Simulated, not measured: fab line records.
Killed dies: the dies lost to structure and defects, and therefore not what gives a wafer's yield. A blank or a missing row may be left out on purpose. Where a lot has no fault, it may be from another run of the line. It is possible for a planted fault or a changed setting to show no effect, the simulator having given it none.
fab line records	flow rit_cmos
record lots=6	wafers=18	last_day=7
route steps=202 shown PRETRO@72 GATE@75 FOX2@80 REOX@98 NLDD@103 SDANNEAL@155 M1@202
lots that met no fault: taken from a fault-free run of the same line
start_h: hours from the record's first day to the start of the lot's first wafer shown	wait_h: hours elapsed since this lot's preceding step	" identical to the entry in the row above	L1.1+2: one row covering several wafers at once	- no value present, or no start provided	* or withheld: withheld	< > ~ a bound
route shown NAME@n: NAME is a module with steps in the file, n the number in the route of the first one	usual: average and standard deviation across the fault-free wafers	same: alike in all rows	chamber/n: place in a boat	sites: per-site readings	_std_site: their standard deviation	_edge_site: outer sites' mean less inner sites'	radius_mm: for every site, how far away it sits from the centre of the wafer	mask NAME#n: copy n	behind: the last tool/chamber to shape the wafer	hold: why the lot went on hold/how many hours it stayed there/how the hold came to an end	device: whichever transistor did not switch (one of n, p or np)	end of line: the same wafers' tests at the end of the route	a step given without rows: its recipe and nothing more	killed: count of dies lost to structure and defects at first sort (not the wafer's yield)	map: dies across one wafer; x = killed, . = not, _ = none there
set.NAME: the setting as run; set.NAME@STEP: as run at that earlier step	model.NAME: the simulator's own value behind a step, which no gauge read
a table for each step, a row for each wafer; lots at some steps of the route
services: from which hour (start_h, from the record's first day; less than 0 if before it) a tool's chamber was out of use, for how many hours, and why
## steps
# step RIT_PRETRO_IMPLANT_08
# recipe species=B	energy_kev=45	dose_cm2=1.2e+13	tilt_deg=7
# step RIT_PRETRO_STRIP_09
# recipe chemistry=O2	time_s=180	resist=NOVOLAK	platen_temp_c=withheld	power_w=500	pressure_mtorr=4000	o2_flow_sccm=4000
# usual drypump_motor_current_A=5.33/0.18
lot.wafer	tool	chamber	start_h	wait_h	drypump_motor_current_A	rf_hours_counter_h
L111.2	plasma_asher-01	1	46.78	0.1	5.27	41
L111.4	"	0	"	"	5.35	-
L111.5	"	1	"	"	5.27	-
L113.1	plasma_asher-01	1	56.65	0.1	5.26	43
L113.2	"	0	"	"	5.36	43
L113.5	"	1	"	"	5.24	-
L121.1	plasma_asher-02	0	96.89	0.1	4.98	48
L121.3	"	0	"	"	4.99	-
L121.5	"	1	"	"	5.63	-
L123.3	plasma_asher-04	1	108.32	0.1	5.29	-
L123.4	"	0	"	"	5.42	-
L123.6	"	0	"	"	5.38	-
L128.1	plasma_asher-02	1	134.15	0.1	5.65	52
L128.2	"	0	"	"	4.98	52
L128.5	"	1	"	"	5.66	-
L131.1	plasma_asher-04	1	148.47	0.1	5.32	36
L131.5	"	0	"	"	5.40	-
L131.6	"	1	"	"	5.30	-
# step RIT_PRETRO_TW_MEAS_10
# usual PRETRO_TW=472.7/2.6
lot.wafer	tool	chamber	start_h	wait_h	PRETRO_TW
L111.2	film_metro-01	-	46.96	0.1	474.7
L111.4	"	-	"	"	472.1
L111.5	"	-	"	"	470.8
L113.1	film_metro-04	-	56.82	0.1	478.0
L113.2	"	-	"	"	479.3
L113.5	"	-	"	"	477.1
L121.1	film_metro-03	-	97.07	0.1	471.7
L121.3	"	-	"	"	472.1
L121.5	"	-	"	"	468.3
L123.3	film_metro-01	-	108.45	0.1	470.1
L123.4	"	-	"	"	471.0
L123.6	"	-	"	"	470.4
L128.1	film_metro-04	-	134.33	0.1	472.3
L128.2	"	-	"	"	471.3
L128.5	"	-	"	"	473.2
L131.1	film_metro-04	-	148.64	0.1	474.3
L131.5	"	-	"	"	472.0
L131.6	"	-	"	"	475.8
# step RIT_GATE_WET_ETCH_00
# recipe chemistry=BOE	target=SiO2	target_depth_nm=56	time_s=60	dry=n2_spin	dilution=10:1	temp_c=21.5
# step RIT_GATE_CLEAN_01
# recipe chemistry=SC1	mix=3:3:50	time_s=600	temp_c=75
# step RIT_GATE_CLEAN_02
# recipe chemistry=dHF	dilution=50:1	time_s=30
# step RIT_GATE_CLEAN_03
# recipe chemistry=SC2	mix=3:3:50	time_s=600	temp_c=75	dry=n2_spin
# step RIT_GATE_CLEAN_04
# recipe chemistry=dHF	dilution=50:1	time_s=60	dry=n2_spin
# step RIT_FOX2_THK_MEAS_91
# recipe reads=SiO2_of_FOX2_OXIDATION_00
# usual FIELD_OXIDE_LEFT_2_THK=257/6.4
lot.wafer	tool	chamber	start_h	wait_h	FIELD_OXIDE_LEFT_2_THK[nm]
L111.2	film_metro-04	-	47.44	0.0	242
L111.4	"	-	"	"	243
L111.5	"	-	"	"	245
L113.1	film_metro-02	-	57.30	0.0	252
L113.2	"	-	"	"	251
L113.5	"	-	"	"	248
L121.1	film_metro-04	-	97.58	0.0	256
L121.3	"	-	"	"	254
L121.5	"	-	"	"	253
L123.3	film_metro-04	-	108.93	0.0	260
L123.4	"	-	"	"	255
L123.6	"	-	"	"	254
L128.1	film_metro-04	-	134.81	0.0	258
L128.2	"	-	"	"	259
L128.5	"	-	"	"	266
L131.1	film_metro-01	-	149.32	0.0	254
L131.5	"	-	"	"	251
L131.6	"	-	"	"	254
# step RIT_GATE_OXIDATION_05
# recipe temp_c=900	ambient=O2	target_thk_a=30	ox_time_s=270
# step RIT_GATE_ANNEAL_06
# recipe temp_c=900	time_s=600	ambient=N2O
# step RIT_GATE_THK_MEAS_07
# recipe reads=SiO2_of_GATE_OXIDATION_05
# usual GATE_OXIDE_THK=3.05/0.057
lot.wafer	tool	chamber	start_h	wait_h	GATE_OXIDE_THK[nm]
L111.2	film_metro-04	-	48.82	0.0	3.03
L111.4	"	-	"	"	3.13
L111.5	"	-	"	"	3.14
L113.1	film_metro-02	-	58.69	0.0	3.08
L113.2	"	-	"	"	2.98
L113.5	"	-	"	"	3.07
L121.1	film_metro-04	-	98.96	0.0	3.11
L121.3	"	-	"	"	2.99
L121.5	"	-	"	"	3.08
L123.3	film_metro-02	-	112.20	0.0	3.09
L123.4	"	-	"	"	3.03
L123.6	"	-	"	"	3.09
L128.1	film_metro-01	-	139.79	0.0	3.11
L128.2	"	-	"	"	3.11
L128.5	"	-	"	"	3.06
L131.1	film_metro-01	-	151.72	0.0	3.05
L131.5	"	-	"	"	3.17
L131.6	"	-	"	"	3.06
# step RIT_GATE_CVD_08
# recipe material=poly-Si	target_thk_nm=250	temp_c=610	precursor=SiH4	time_s=2220	pressure_mtorr=300	sih4_flow_sccm=100
# usual spike_tc_centre_C=612.3/1.4
lot.wafer	tool	chamber	start_h	wait_h	spike_tc_centre_C	model.poly-Si_of_GATE_CVD_08.thk_nm
L111.2	lpcvd-02	0	48.87	0.0	611.4	255.1
L111.4	"	0	"	"	612.8	254.4
L111.5	"	0	"	"	611.1	254.3
L113.1	lpcvd-02	0	58.75	0.1	614.6	246
L113.2	"	0	"	"	612.6	248.1
L113.5	"	0	"	"	612.1	248.4
L121.1	lpcvd-02	0	99.02	0.1	612.8	263
L121.3	"	0	"	"	613.0	262.4
L121.5	"	0	"	"	613.3	263.1
L123.3	lpcvd-02	1	112.24	0.0	612.5	266.7
L123.4	"	1	"	"	613.9	265.1
L123.6	"	1	"	"	613.6	263.6
L128.1	lpcvd-01	0	139.85	0.1	610.7	244.8
L128.2	"	0	"	"	613.0	246.4
L128.5	"	0	"	"	611.2	246.7
L131.1	lpcvd-01	1	151.78	0.1	611.4	252.8
L131.5	"	1	"	"	610.6	251.6
L131.6	"	1	"	"	610.0	251.5
# step RIT_GATE_THK_MEAS_09
# recipe reads=poly-Si_of_GATE_CVD_08
# usual GATE_POLY_THK=249.7/2.8
lot.wafer	tool	chamber	start_h	wait_h	GATE_POLY_THK[nm]
L111.2	film_metro-02	-	50.50	0.0	255.1
L111.4	"	-	"	"	254.5
L111.5	"	-	"	"	254.3
L113.1	film_metro-04	-	61.17	0.0	246.2
L113.2	"	-	"	"	248.2
L113.5	"	-	"	"	248.5
L121.1	film_metro-01	-	100.64	0.0	263.1
L121.3	"	-	"	"	262.4
L121.5	"	-	"	"	263.0
L123.3	film_metro-04	-	113.88	0.0	266.3
L123.4	"	-	"	"	265.2
L123.6	"	-	"	"	263.9
L128.1	film_metro-04	-	141.47	0.0	244.8
L128.2	"	-	"	"	246.4
L128.5	"	-	"	"	246.9
L131.1	film_metro-04	-	153.40	0.0	252.8
L131.5	"	-	"	"	251.4
L131.6	"	-	"	"	251.5
# step RIT_GATE_HMDS_10
# recipe prime_time_s=60	prime_temp_c=140
# step RIT_GATE_COAT_11
# recipe resist=NOVOLAK	spin_rpm=4250	resist_thk_nm=850
# step RIT_GATE_SOFTBAKE_12
# recipe resist=NOVOLAK	temp_c=90	time_s=60
# step RIT_GATE_EXPOSE_13
# recipe mask_id=M6	na=0.6	source_shape=conventional	sigma_outer=0.6	target_cd_nm=150	dose_mj=380
# step RIT_GATE_PEB_14
# recipe resist=NOVOLAK	temp_c=withheld	time_s=withheld
# step RIT_GATE_DEVELOP_15
# recipe resist=NOVOLAK	develop_time_s=48.17	dev_temp_c=23
# step RIT_GATE_CD_MEAS_16
# recipe target_cd_nm=150
# usual cd_nm=150.4/2.1
lot.wafer	tool	chamber	start_h	wait_h	cd_nm
L111.2	cd_sem-01	-	51.73	-	150.9
L111.4	"	-	"	"	150.1
L111.5	"	-	"	"	148.4
L113.1	cd_sem-01	-	62.08	-	151.7
L113.2	"	-	"	"	150.8
L113.5	"	-	"	"	149.6
L121.1	cd_sem-01	-	101.55	-	146.6
L121.3	"	-	"	"	150.4
L121.5	"	-	"	"	148.4
L123.3	cd_sem-01	-	114.93	-	151.0
L123.4	"	-	"	"	152.2
L123.6	"	-	"	"	151.8
L128.1	cd_sem-01	-	142.50	-	147.7
L128.2	"	-	"	"	147.1
L128.5	"	-	"	"	148.0
L131.1	cd_sem-01	-	154.43	-	147.2
L131.5	"	-	"	"	147.8
L131.6	"	-	"	"	147.1
# step RIT_GATE_OVL_MEAS_17
# usual GATE_OVL=1.0/1.3
lot.wafer	tool	chamber	start_h	wait_h	GATE_OVL[nm]
L111.2	overlay-02	-	51.83	0.1	2.0
L111.4	"	-	"	"	-0.5
L111.5	"	-	"	"	2.7
L113.1	overlay-02	-	62.20	0.1	2.1
L113.2	"	-	"	"	1.0
L113.5	"	-	"	"	3.0
L121.1	overlay-02	-	101.67	0.1	-0.6
L121.3	"	-	"	"	-1.0
L121.5	"	-	"	"	-1.0
L123.3	overlay-01	-	115.03	0.1	0.9
L123.4	"	-	"	"	1.9
L123.6	"	-	"	"	0.3
L128.1	overlay-02	-	142.62	0.1	-2.4
L128.2	"	-	"	"	-2.5
L128.5	"	-	"	"	-0.4
L131.1	overlay-01	-	154.55	0.1	2.1
L131.5	"	-	"	"	1.9
L131.6	"	-	"	"	1.2
# step RIT_GATE_HARDBAKE_18
# recipe resist=NOVOLAK	temp_c=140	time_s=60
# step RIT_GATE_ETCH_19
# recipe chemistry=SF6/CHF3/O2	time_s=165	SF6_flow_sccm=30	CHF3_flow_sccm=30	O2_flow_sccm=5	target=poly-Si	pressure_mtorr=40	rf_w=160	target_depth_a=3125	over_etch_frac=0.25	stop_on=SiO2
# usual SF6_flow_sccm=30.01/0.091	drypump_motor_current_A=5.6/0.61	oes_product_au=0.853/0.013	throttle_valve_pct=10.26/0.09
lot.wafer	tool	chamber	start_h	wait_h	SF6_flow_sccm	drypump_motor_current_A	oes_product_au	rf_hours_counter_h	throttle_valve_pct	model.GATE.feature_depth_nm	model.etch.depth_nm
L111.2	rie_si-01	2	52.01	0.1	29.98	5.2	0.879	40	10.39	255.1	255.1
L111.4	"	3	"	"	29.96	4.6	0.874	138	10.39	254.4	254.4
L111.5	"	2	"	"	29.97	5.3	0.885	-	10.39	254.3	254.3
L113.1	rie_si-01	2	62.39	0.1	30.00	5.3	0.853	40	10.39	246	246
L113.2	"	3	"	"	29.95	4.6	0.862	138	10.40	248.1	248.1
L113.5	"	1	"	"	29.91	6.1	0.840	-	10.16	248.4	248.4
L121.1	rie_si-01	1	101.85	0.1	29.91	6.1	0.873	80	10.16	263	263
L121.3	"	3	"	"	30.21	4.6	0.896	139	10.40	262.4	262.4
L121.5	"	1	"	"	30.04	6.1	0.874	-	10.18	263.1	263.1
L123.3	rie_si-01	2	115.20	0.1	29.99	5.2	0.910	40	10.37	266.7	266.7
L123.4	"	0	"	"	29.95	6.1	0.894	0	10.18	265.1	265.1
L123.6	"	1	"	"	29.99	6.1	0.876	-	10.17	263.6	263.6
L128.1	rie_si-02	0	142.81	0.1	30.02	4.9	0.844	34	10.19	244.8	244.8
L128.2	"	3	"	"	30.10	5.5	0.848	58	10.22	246.4	246.4
L128.5	"	3	"	"	30.04	5.5	0.855	-	10.21	246.7	246.7
L131.1	rie_si-01	2	154.74	0.1	29.91	5.3	0.877	41	10.38	252.8	252.8
L131.5	"	3	"	"	29.96	4.6	0.866	-	10.39	251.6	251.6
L131.6	"	0	"	"	30.09	6.1	0.861	-	10.17	251.5	251.5
# step RIT_GATE_STRIP_20
# recipe chemistry=O2	time_s=180	resist=NOVOLAK	platen_temp_c=withheld	power_w=500	pressure_mtorr=4000	o2_flow_sccm=4000
# usual drypump_motor_current_A=5.4/0.32
lot.wafer	tool	chamber	start_h	wait_h	drypump_motor_current_A	rf_hours_counter_h
L111.2	plasma_asher-03	1	52.12	0.1	5.4	40
L111.4	"	0	"	"	6.0	-
L111.5	"	0	"	"	5.9	-
L113.1	plasma_asher-01	1	62.50	0.1	5.2	43
L113.2	"	0	"	"	5.4	43
L113.5	"	0	"	"	5.4	-
L121.1	plasma_asher-02	0	101.96	0.1	5.0	49
L121.3	"	0	"	"	5.0	-
L121.5	"	0	"	"	5.0	-
L123.3	plasma_asher-03	1	115.37	0.1	5.4	-
L123.4	"	0	"	"	6.0	-
L123.6	"	0	"	"	6.0	-
L128.1	plasma_asher-01	1	142.91	0.1	5.3	3
L128.2	"	0	"	"	5.4	3
L128.5	"	1	"	"	5.3	-
L131.1	plasma_asher-02	0	154.85	0.1	5.0	54
L131.5	"	0	"	"	5.0	-
L131.6	"	1	"	"	5.6	-
# step RIT_GATE_CD_MEAS_90
# recipe target_cd_nm=150
# usual cd_nm=150.4/2.1
lot.wafer	tool	chamber	start_h	wait_h	cd_nm
L111.2	cd_sem-02	-	52.32	0.1	151.2
L111.4	"	-	"	"	150.2
L111.5	"	-	"	"	148.7
L113.1	cd_sem-01	-	62.67	0.1	151.7
L113.2	"	-	"	"	150.7
L113.5	"	-	"	"	149.9
L121.1	cd_sem-01	-	102.14	0.1	146.4
L121.3	"	-	"	"	150.8
L121.5	"	-	"	"	148.5
L123.3	cd_sem-01	-	115.52	0.1	150.5
L123.4	"	-	"	"	152.3
L123.6	"	-	"	"	152.2
L128.1	cd_sem-02	-	143.09	0.1	147.8
L128.2	"	-	"	"	147.5
L128.5	"	-	"	"	147.8
L131.1	cd_sem-01	-	155.02	0.1	147.1
L131.5	"	-	"	"	147.9
L131.6	"	-	"	"	146.9
# step RIT_REOX_CLEAN_00
# recipe chemistry=SC1	mix=3:3:50	time_s=577	temp_c=75
# step RIT_REOX_CLEAN_01
# recipe chemistry=dHF	dilution=50:1	time_s=30
# step RIT_REOX_CLEAN_02
# recipe chemistry=SC2	mix=3:3:50	time_s=600	temp_c=75	dry=n2_spin
# step RIT_REOX_OXIDATION_03
# recipe temp_c=900	ambient=O2	target_thk_a=252	ox_time_s=5580
# step RIT_REOX_THK_MEAS_04
# recipe reads=SiO2_of_REOX_OXIDATION_03
# usual REOX_OXIDE_THK=25.5/0.41
lot.wafer	tool	chamber	start_h	wait_h	REOX_OXIDE_THK[nm]
L111.2	film_metro-04	-	55.97	0.0	25.7
L111.4	"	-	"	"	25.7
L111.5	"	-	"	"	25.6
L113.1	film_metro-03	-	65.72	0.0	26.1
L113.2	"	-	"	"	26.2
L113.5	"	-	"	"	26.2
L121.1	film_metro-03	-	105.68	0.0	25.8
L121.3	"	-	"	"	25.5
L121.5	"	-	"	"	25.4
L123.3	film_metro-02	-	118.54	0.0	25.4
L123.4	"	-	"	"	25.2
L123.6	"	-	"	"	25.3
L128.1	film_metro-04	-	146.32	0.0	26.1
L128.2	"	-	"	"	25.8
L128.5	"	-	"	"	25.7
L131.1	film_metro-04	-	158.06	0.0	25.2
L131.5	"	-	"	"	25.3
L131.6	"	-	"	"	25.2
# step RIT_NLDD_HMDS_00
# recipe prime_time_s=60	prime_temp_c=140
# step RIT_NLDD_COAT_01
# recipe resist=NOVOLAK	spin_rpm=3250	resist_thk_nm=1000
# step RIT_NLDD_SOFTBAKE_02
# recipe resist=NOVOLAK	temp_c=90	time_s=60
# step RIT_NLDD_EXPOSE_03
# recipe mask_id=M7	na=0.57	target_cd_nm=40700	dose_mj=250
# step RIT_NLDD_PEB_04
# recipe resist=NOVOLAK	temp_c=withheld	time_s=withheld
# step RIT_NLDD_DEVELOP_05
# recipe resist=NOVOLAK	develop_time_s=50	dev_temp_c=23
# step RIT_NLDD_OVL_MEAS_06
# usual NLDD_OVL=0.6/1.3
lot.wafer	tool	chamber	start_h	wait_h	NLDD_OVL[nm]
L111.2	overlay-02	-	57.00	-	0.4
L111.4	"	-	"	"	1.3
L111.5	"	-	"	"	1.5
L113.1	overlay-02	-	66.76	-	-0.1
L113.2	"	-	"	"	-2.3
L113.5	"	-	"	"	-0.4
L121.1	overlay-01	-	106.67	-	2.0
L121.3	"	-	"	"	0.9
L121.5	"	-	"	"	2.1
L123.3	overlay-01	-	119.44	-	-1.5
L123.4	"	-	"	"	-1.9
L123.6	"	-	"	"	-1.5
L128.1	overlay-01	-	147.35	-	2.3
L128.2	"	-	"	"	2.2
L128.5	"	-	"	"	1.8
L131.1	overlay-02	-	159.18	-	1.4
L131.5	"	-	"	"	1.6
L131.6	"	-	"	"	1.1
# step RIT_NLDD_HARDBAKE_07
# recipe resist=NOVOLAK	temp_c=140	time_s=60
# step RIT_NLDD_IMPLANT_08
# recipe species=P	energy_kev=20	dose_cm2=5e+14	tilt_deg=7
# step RIT_NLDD_STRIP_09
# recipe chemistry=O2	time_s=180	resist=NOVOLAK	platen_temp_c=withheld	power_w=500	pressure_mtorr=4000	o2_flow_sccm=4000
# usual drypump_motor_current_A=5.43/0.23
lot.wafer	tool	chamber	start_h	wait_h	drypump_motor_current_A	rf_hours_counter_h
L111.2	plasma_asher-03	0	57.33	0.1	5.96	41
L111.4	"	1	"	"	5.37	-
L111.5	"	1	"	"	5.38	-
L113.1	plasma_asher-03	0	67.09	0.1	5.96	42
L113.2	"	1	"	"	5.39	42
L113.5	"	1	"	"	5.40	-
L121.1	plasma_asher-01	0	107.00	0.1	5.37	47
L121.3	"	0	"	"	5.36	-
L121.5	"	1	"	"	5.25	-
L123.3	plasma_asher-01	0	119.86	0.1	5.36	-
L123.4	"	1	"	"	5.26	-
L123.6	"	0	"	"	5.36	-
L128.1	plasma_asher-04	1	147.69	0.1	5.29	36
L128.2	"	0	"	"	5.36	36
L128.5	"	1	"	"	5.26	-
L131.1	plasma_asher-04	1	159.51	0.1	5.28	37
L131.5	"	1	"	"	5.28	-
L131.6	"	0	"	"	5.40	-
# step RIT_NLDD_TW_MEAS_10
# usual NLDD_TW=2461/14
lot.wafer	tool	chamber	start_h	wait_h	NLDD_TW
L111.2	film_metro-01	-	57.51	0.1	2463
L111.4	"	-	"	"	2452
L111.5	"	-	"	"	2450
L113.1	film_metro-01	-	67.27	0.1	2436
L113.2	"	-	"	"	2449
L113.5	"	-	"	"	2445
L121.1	film_metro-02	-	107.18	0.1	2467
L121.3	"	-	"	"	2471
L121.5	"	-	"	"	2440
L123.3	film_metro-01	-	120.00	0.1	2437
L123.4	"	-	"	"	2442
L123.6	"	-	"	"	2428
L128.1	film_metro-02	-	147.86	0.1	2459
L128.2	"	-	"	"	2452
L128.5	"	-	"	"	2456
L131.1	film_metro-01	-	159.69	0.1	2461
L131.5	"	-	"	"	2454
L131.6	"	-	"	"	2460
# step RIT_SDANNEAL_CLEAN_02
# recipe chemistry=SC2	mix=3:3:50	time_s=600	temp_c=75	dry=n2_spin
# usual temp_c=75.03/0.12
lot.wafer	tool	chamber	start_h	wait_h	temp_c	model.poly-Si_of_GATE_CVD_08.thk_nm
L111.2	wet_bench-02	2	64.98	0.0	75.06	168.1
L111.4	"	2	"	"	75.06	167.7
L111.5	"	2	"	"	74.98	167.5
L113.1	wet_bench-01	0	75.38	0.0	75.00	159.3
L113.2	"	0	"	"	75.10	160.9
L113.5	"	0	"	"	75.07	161.6
L121.1	wet_bench-01	3	115.24	0.0	75.02	177.6
L121.3	"	3	"	"	75.14	175.4
L121.5	"	3	"	"	75.01	176.9
L123.3	wet_bench-01	1	127.43	0.0	75.09	179.5
L123.4	"	1	"	"	75.05	177.3
L123.6	"	1	"	"	74.80	175.3
L128.1	wet_bench-02	1	155.37	0.0	74.92	158.8
L128.2	"	1	"	"	75.10	160.2
L128.5	"	1	"	"	75.16	160.7
L131.1	wet_bench-01	0	166.83	0.0	75.00	166.9
L131.5	"	0	"	"	75.00	164.9
L131.6	"	0	"	"	75.16	164.1
# step RIT_M1_PROBE_99
# usual killed_at_M0_to_M3=0.0/0.16	killed_at_contacts=0.1/0.25	killed_at_front_end=7/3.1	killed_dies=7/3.1	killed_open=3.6/2	killed_short=3.5/2
# same gross_dies=264	killed_at_M4_up=0	killed_at_back_side=0	killed_at_other=0
lot.wafer	tool	chamber	start_h	wait_h	killed_at_M0_to_M3	killed_at_contacts	killed_at_front_end	killed_dies	killed_open	killed_short	model.etest.nmos_turned.drive_ua_um	model.etest.pmos_turned.drive_ua_um	model.etest.poly_comb_over_steps.leak_log10_a_um
L111.2	prober-01	-	73.49	0.1	1	0	4	5	1	4	293.5	181.4	-12.74
L111.4	prober-01	-	73.59	0.2	0	0	7	7	4	3	297	180	-12.82
L111.5	prober-01	-	73.64	0.2	0	0	11	11	5	6	301.1	186.6	-12.79
L113.1	prober-01	-	83.44	0.1	0	0	10	10	6	4	312.1	178.6	-12.9
L113.2	prober-01	-	83.49	0.1	0	0	11	11	8	3	310.7	180	-12.86
L113.5	prober-01	-	83.64	0.2	0	0	7	7	4	3	308.9	179.4	-12.77
L121.1	prober-01	-	123.13	0.1	0	0	12	12	6	6	288.2	161.2	-12.04
L121.3	prober-01	-	123.23	0.2	0	0	8	8	3	5	289.1	161	-12.35
L121.5	prober-01	-	123.33	0.2	0	0	8	8	4	4	293.4	166.4	-11.99
L123.3	prober-01	-	135.12	0.2	0	0	5	5	2	3	292.8	157.6	-11.58
L123.4	prober-01	-	135.17	0.2	0	0	1	1	0	1	300.3	160	-10.11
L123.6	prober-01	-	135.27	0.2	0	0	4	4	3	1	299	159.9	-11.77
L128.1	prober-02	-	163.56	0.1	0	0	3	3	1	2	331.6	180.2	-12.76
L128.2	prober-02	-	163.61	0.1	0	0	8	8	5	3	336.5	182.9	-12.89
L128.5	prober-02	-	163.76	0.2	0	0	4	4	1	3	338	184.2	-12.78
L131.1	prober-01	-	174.33	0.1	0	0	5	5	3	2	309.7	181.3	-12.97
L131.5	prober-01	-	174.53	0.2	0	0	4	4	1	3	308	178.4	-12.82
L131.6	prober-01	-	174.58	0.2	0	1	12	13	9	4	313.8	183.4	-12.77
# killed by level:class
L111.2 SPACER:geometric_particle:short=2 REOX:geometric_particle:short=1 SILICIDE:geometric_particle:short=1 M1:geometric_particle:open=1
L111.4 GATE:geometric_particle:open=2 FOX1:geometric_particle:short=1 REOX:geometric_particle:short=1 SPACER:geometric_particle:open=1 SILICIDE:geometric_particle:open=1 SILICIDE:geometric_particle:short=1
L111.5 GATE:geometric_particle:open=2 REOX:geometric_particle:short=2 SPACER:geometric_particle:short=2 FOX1:geometric_particle:open=1 GATE:geometric_particle:short=1 REOX:geometric_particle:open=1 SPACER:geometric_particle:open=1 SILICIDE:geometric_particle:short=1
L113.1 FOX1:geometric_particle:short=2 GATE:geometric_particle:open=2 FOX1:geometric_particle:open=1 FOX2:geometric_particle:open=1 GATE:geometric_particle:short=1 REOX:geometric_particle:open=1 REOX:geometric_particle:short=1 SILICIDE:geometric_particle:open=1
L113.2 REOX:geometric_particle:open=3 GATE:geometric_particle:open=2 FOX1:geometric_particle:open=1 FOX2:geometric_particle:open=1 REOX:geometric_particle:short=1 SPACER:geometric_particle:short=1 SILICIDE:geometric_particle:short=1 SILICIDE:geometric_particle:open=1
L113.5 GATE:geometric_particle:short=2 REOX:geometric_particle:open=2 FOX1:geometric_particle:open=1 SPACER:geometric_particle:short=1 SILICIDE:geometric_particle:open=1
L121.1 FOX2:geometric_particle:short=3 GATE:geometric_particle:open=3 GATE:geometric_particle:short=2 FOX1:geometric_particle:short=1 FOX2:geometric_particle:open=1 SPACER:geometric_particle:open=1 SILICIDE:geometric_particle:open=1
L121.3 ACTIVE:geometric_particle:short=1 FOX1:geometric_particle:short=1 GATE:geometric_particle:open=1 GATE:geometric_particle:short=1 REOX:geometric_particle:short=1 SPACER:geometric_particle:open=1 SILICIDE:geometric_particle:open=1 SILICIDE:geometric_particle:short=1
L121.5 GATE:geometric_particle:open=2 FOX1:geometric_particle:short=1 FOX2:geometric_particle:short=1 FOX2:geometric_particle:open=1 REOX:geometric_particle:short=1 SPACER:geometric_particle:open=1 SILICIDE:geometric_particle:short=1
L123.3 GATE:geometric_particle:open=2 REOX:geometric_particle:short=2 SPACER:geometric_particle:short=1
L123.4 GATE:geometric_particle:short=1
L123.6 GATE:geometric_particle:open=3 SILICIDE:geometric_particle:short=1
L128.1 GATE:geometric_particle:short=1 SPACER:geometric_particle:short=1 SPACER:geometric_particle:open=1
L128.2 FOX1:geometric_particle:open=3 FOX1:geometric_particle:short=2 GATE:geometric_particle:short=1 GATE:geometric_particle:open=1 REOX:geometric_particle:open=1
L128.5 SPACER:geometric_particle:short=2 FOX1:geometric_particle:short=1 SPACER:geometric_particle:open=1
L131.1 FOX1:geometric_particle:short=2 GATE:geometric_particle:open=1 SPACER:geometric_particle:open=1 SILICIDE:geometric_particle:open=1
L131.5 GATE:geometric_particle:short=3 SPACER:geometric_particle:open=1
L131.6 GATE:geometric_particle:open=6 FOX1:geometric_particle:open=1 FOX2:geometric_particle:open=1 FOX2:geometric_particle:short=1 GATE:geometric_particle:short=1 SPACER:geometric_particle:short=1 SILICIDE:geometric_particle:short=1 CONTACT:geometric_particle:open=1
## services
tool	chamber	start_h	hours	kind
plasma_asher-04	-	30.46	1.8	repair
lpcvd-02	-	37.68	1.6	repair
rie_si-02	-	41.77	14.6	pm
plasma_asher-04	-	59.66	0.8	repair
rie_si-01	0	67.85	-	clean
rie_si-01	0	67.85	23.2	scheduled_down
rie_si-01	0	67.85	23.2	vent_cycle
plasma_asher-01	-	77.77	2.8	pm
plasma_asher-02	-	105.46	2.7	repair
plasma_asher-01	-	108.75	9.0	pm
plasma_asher-01	0	108.75	9.0	vent_cycle
plasma_asher-01	1	108.75	9.0	vent_cycle
plasma_asher-01	0	117.75	-	clean
plasma_asher-01	1	117.75	-	clean
plasma_asher-03	-	142.47	3.9	repair
plasma_asher-02	-	143.78	2.8	repair
wet_bench-01	-	156.71	5.6	repair
rie_si-01	3	163.12	-	clean
## key
first_sign step=RIT_GATE_THK_MEAS_09	reading=GATE_POLY_THK	direction=up	sigmas=5.1	usual=249.7	struck=264.0
effect step=RIT_GATE_ETCH_19	reading=oes_product_au	direction=up	sigmas=2.6	usual=0.853	struck=0.887
model_effect step=RIT_GATE_CVD_08	value=poly-Si_of_GATE_CVD_08.thk_nm	without=250.1	struck=264
model_effect step=RIT_GATE_ETCH_19	value=GATE.feature_depth_nm	without=250.1	struck=264
model_effect step=RIT_SDANNEAL_CLEAN_02	value=poly-Si_of_GATE_CVD_08.thk_nm	without=163.2	struck=177
model_effect step=RIT_M1_PROBE_99	value=etest.nmos_turned.drive_ua_um	without=316.2	struck=293.8
met_at RIT_GATE_CVD_08
struck_wafers L121.1,L121.3,L121.5,L123.3,L123.4,L123.6
tester_left_out L121,L123
onset_between 58.75 99.02
fault kind=process_parameter_drift	tool=lpcvd-02	chamber=-	onset_h=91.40	steps=RIT_GATE_CVD_08	channel=time_s	offset=*	shape=step	end_h=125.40	acts_in=*	stated=*
# tester_left_out: of these lots the tester's yield and bins aren't shown, on N5 and GAA mostly nor the transistor test; their killed dies are dies lost to structure and defects alone, not to doping, threshold or leakage, so they don't give the yield
